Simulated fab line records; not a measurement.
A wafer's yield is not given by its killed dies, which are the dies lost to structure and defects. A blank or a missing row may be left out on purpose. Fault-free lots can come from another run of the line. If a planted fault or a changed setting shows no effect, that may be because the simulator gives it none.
Which tool is to blame? -- flow rit-cmos -- 15 lots, 45 wafers sampled, at 4 steps of a route of 202

WHAT EACH GAUGE READ, for each wafer
RIT_FOX2_THK_MEAS_01.
lot,measured,on,FOX2_OXIDE_THK (nm)
L937,day 1 18:49,film-metro-01,354 352 358
L939,day 2 04:35,film-metro-03,352 355 354
L943,day 3 01:38,film-metro-03,351 347 347
L944,day 3 05:44,film-metro-03,346 347 349
L946,day 3 16:17,film-metro-01,361 355 359
L947,day 3 20:28,film-metro-03,228 218 224
L948,day 4 02:11,film-metro-03,352 345 347
L949,day 4 06:19,film-metro-03,212 210 218
L950,day 4 12:14,film-metro-03,209 211 215
L954,day 5 07:22,film-metro-01,338 343 343
L956,day 5 18:13,film-metro-03,351 350 350
L957,day 5 23:10,film-metro-03,352 343 354
L958,day 6 03:20,film-metro-03,364 365 364
L959,day 6 08:22,film-metro-04,345 344 345
L960,day 6 14:46,film-metro-03,353 348 347

RIT_FOX2_THK_MEAS_90.
lot,measured,on,FIELD_OXIDE_LEFT_1_THK (nm)
L937,day 1 19:41,film-metro-03,326 325 330
L939,day 2 06:13,film-metro-03,325 328 327
L943,day 3 02:31,film-metro-04,324 319 319
L944,day 3 06:37,film-metro-03,319 320 322
L946,day 3 17:10,film-metro-03,333 328 332
L947,day 3 21:25,film-metro-03,200 191 197
L948,day 4 03:04,film-metro-03,325 318 321
L949,day 4 07:16,film-metro-04,185 183 191
L950,day 4 13:16,film-metro-03,182 184 188
L954,day 5 08:15,film-metro-03,311 316 316
L956,day 5 19:06,film-metro-03,323 322 323
L957,day 6 00:07,film-metro-03,324 316 327
L958,day 6 04:59,film-metro-04,336 338 336
L959,day 6 09:18,film-metro-03,317 316 318
L960,day 6 15:39,film-metro-01,326 320 320

RIT_FOX2_THK_MEAS_91.
lot,measured,on,FIELD_OXIDE_LEFT_2_THK (nm)
L937,day 2 08:53,film-metro-03,258 256 261
L939,day 2 19:09,film-metro-04,256 259 258
L943,day 3 14:49,film-metro-04,255 251 251
L944,day 3 19:14,film-metro-04,250 251 253
L946,day 4 05:27,film-metro-03,265 259 263
L947,day 4 09:43,film-metro-04,133 123 130
L948,day 4 15:35,film-metro-03,256 250 252
L949,day 4 19:49,film-metro-04,118 116 124
L950,day 5 01:25,film-metro-03,114 116 120
L954,day 5 20:43,film-metro-03,243 248 248
L956,day 6 07:40,film-metro-04,256 255 255
L957,day 6 12:38,film-metro-04,257 248 259
L958,day 6 17:13,film-metro-01,269 270 268
L959,day 6 21:52,film-metro-03,249 249 250
L960,day 7 04:25,film-metro-04,258 252 252

WHICH TOOL RAN EACH LOT (tool, then ch and the chambers of the sampled wafers, then the start)
lot,RIT_FOX2_OXIDATION_00
L937,"furnace-01 ch 0, day 1 17:30"
L939,"furnace-04 ch 0, day 2 03:15"
L943,"furnace-02 ch 0, day 3 00:19"
L944,"furnace-04 ch 0, day 3 04:25"
L946,"furnace-04 ch 0, day 3 14:58"
L947,"furnace-04 ch 0, day 3 19:09"
L948,"furnace-02 ch 0, day 4 00:53"
L949,"furnace-04 ch 0, day 4 05:00"
L950,"furnace-04 ch 0, day 4 10:55"
L954,"furnace-01 ch 0, day 5 06:04"
L956,"furnace-02 ch 0, day 5 16:55"
L957,"furnace-02 ch 0, day 5 21:51"
L958,"furnace-01 ch 0, day 6 02:02"
L959,"furnace-02 ch 0, day 6 07:03"
L960,"furnace-02 ch 0, day 6 13:27"
- RIT_FOX2_OXIDATION_00: target thk 350.7 nm, ox time 1130 s.

AS READ BY THE TOOLS THEMSELVES (means over the sampled wafers that have a number; for cases with no such wafer, the mark the record gives instead)
The record holds no such reading with a usual standard deviation.

THE ANSWER, worked out from the rows above alone
Rule: usual is defined by the lots themselves. The widest of any qualifying gaps counts: lots, ordered by their means at a reading, are off when they make up no more than a third of the lots, leave a main group of 4 or more, and stand apart from it by 3 or more times the standard deviation of that group's means. A main group whose means are all the same, to the digits that the tables above print for the reading, isn't used. A lot without any number at a reading at which 4 lots or more have one is off too. All remaining lots with rows at the step are treated as sound. First the gauges in route order, then the tools' own readings, where a lot's mean is used as printed above. At the first step where some lot is off, the reading lying furthest off is the one used; lots without a number count as furthest.
Off: L947, L949, L950, at RIT_FOX2_THK_MEAS_01 (FOX2_OXIDE_THK). Mean 351 nm and standard deviation 5.9 in the main group.
If a tool, at a process step before that reading, ran all the lots that are off and no sound lot after the first of them, it fits. The gauges at RIT_FOX2_THK_MEAS_01 are tried like those tools. One fits: RIT_FOX2_OXIDATION_00 on furnace-04. Its last sound lot is L946 (day 3 14:58), its first lot that is off L947 (day 3 19:09): a fault that began between those two fits.

WHAT HAD BEEN PUT IN BY THE SIMULATOR
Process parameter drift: furnace-04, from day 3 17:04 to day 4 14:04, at RIT_FOX2_OXIDATION_00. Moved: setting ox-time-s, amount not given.
Struck lots among those shown: L947, L949, L950. This agrees with what the rule above found.
